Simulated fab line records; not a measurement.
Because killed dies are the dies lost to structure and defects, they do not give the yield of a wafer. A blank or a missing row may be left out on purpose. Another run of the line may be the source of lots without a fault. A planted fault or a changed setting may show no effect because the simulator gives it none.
The same fault as seen by 2 desks	flow rit_cmos	numbers are kept per desk, each desk with only its own; the story behind them comes last

METROLOGY DESK
What the gauges read for every lot (on any tool): the sampled wafers with a number, averaged. If a lot's mean is further than 4 standard deviations from the usual mean, the lot is out of limits and carries the mark OUT (the distance appears in the brackets).
Columns: A = REOX_OXIDE_THK at RIT_REOX_THK_MEAS_04, usual 25.2 nm
lot	first seen here	A
L610	day 2 16:06	25.0
L612	day 3 02:58	25.6
L613	day 3 08:39	25.4
L614	day 3 13:13	25.4
L615	day 3 16:41	24.7
L616	day 3 21:23	25.7
L617	day 4 04:16	25.3
L618	day 4 08:56	25.1
L620	day 4 19:04	25.4
L621	day 4 23:02	24.6
L623	day 5 09:56	11.8 (-33) OUT
L626	day 6 01:21	12.0 (-33) OUT
L631	day 7 01:11	25.7
L632	day 7 06:53	24.8
This desk reports L623, L626 out of limits; the earliest was L623 at day 5 09:56 (REOX_OXIDE_THK at RIT_REOX_THK_MEAS_04). L610, L612, L613, L614, L615, L616, L617, L618, L620, L621, L631, L632: within limits.

AT THE TOOL OWNER'S DESK: furnace-01
The tool's own readings at RIT_REOX_OXIDATION_03 (target thk 25.2 nm, ox time 5580 s): means of the sampled wafers that have a number, for each lot that ran on this tool. If a lot's mean is further than 4 standard deviations from the usual mean, the lot is out of limits and carries the mark OUT (the distance appears in the brackets).
Columns: A = spike_tc_centre_C at RIT_REOX_OXIDATION_03, usual 901.4 C; B = spike_tc_load_C at RIT_REOX_OXIDATION_03, usual 927 C; C = spike_tc_source_C at RIT_REOX_OXIDATION_03, usual 921.4 C; D = tube_center_temp_C at RIT_REOX_OXIDATION_03, usual 900.01 C; E = tube_center_temp_C_max at RIT_REOX_OXIDATION_03, usual 902.3; F = zone_power_load_pct at RIT_REOX_OXIDATION_03, usual 25.6 %
lot	first seen here	A	B	C	D	E	F
L613	day 3 06:05	899.8	926	921.4	899.91	902.1	23.9
L615	day 3 14:07	901.4	926	922.7	899.95	902.0	24.2
L618	day 4 06:21	900.0	927	922.5	900.09	902.3	24.0
L621	day 4 20:27	900.8	926	923.5	899.97	902.1	23.9
L623	day 5 07:22	833.8 (-48) OUT	859 (-16) OUT	855.2 (-44) OUT	833.06 (-99 or more) OUT	835.4 (-99 or more) OUT	20.3
L626	day 5 22:47	834.2 (-48) OUT	858 (-16) OUT	855.4 (-44) OUT	833.17 (-99 or more) OUT	835.6 (-99 or more) OUT	20.2
Finding of this desk: L623, L626 out of limits; the first was L623 at day 5 07:22, on spike_tc_centre_C at RIT_REOX_OXIDATION_03. L613, L615, L618, L621: within limits.

PUT TOGETHER
On L623, L626, at day 5 07:22, an alarm was possible from the tool owner's desk.
L623, L626 would have let the metrology desk raise an alarm at day 5 09:56.
All the named lots went through RIT_REOX_OXIDATION_03 on furnace-01.

WHAT THE SIMULATOR HAD INSERTED
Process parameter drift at RIT_REOX_OXIDATION_03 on furnace-01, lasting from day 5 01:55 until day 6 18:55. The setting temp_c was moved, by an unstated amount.
Lots struck among those shown: L623, L626.
Time in hours from fault onset to the first out-of-limits reading at each desk: tool owner's desk 5, metrology desk 8.
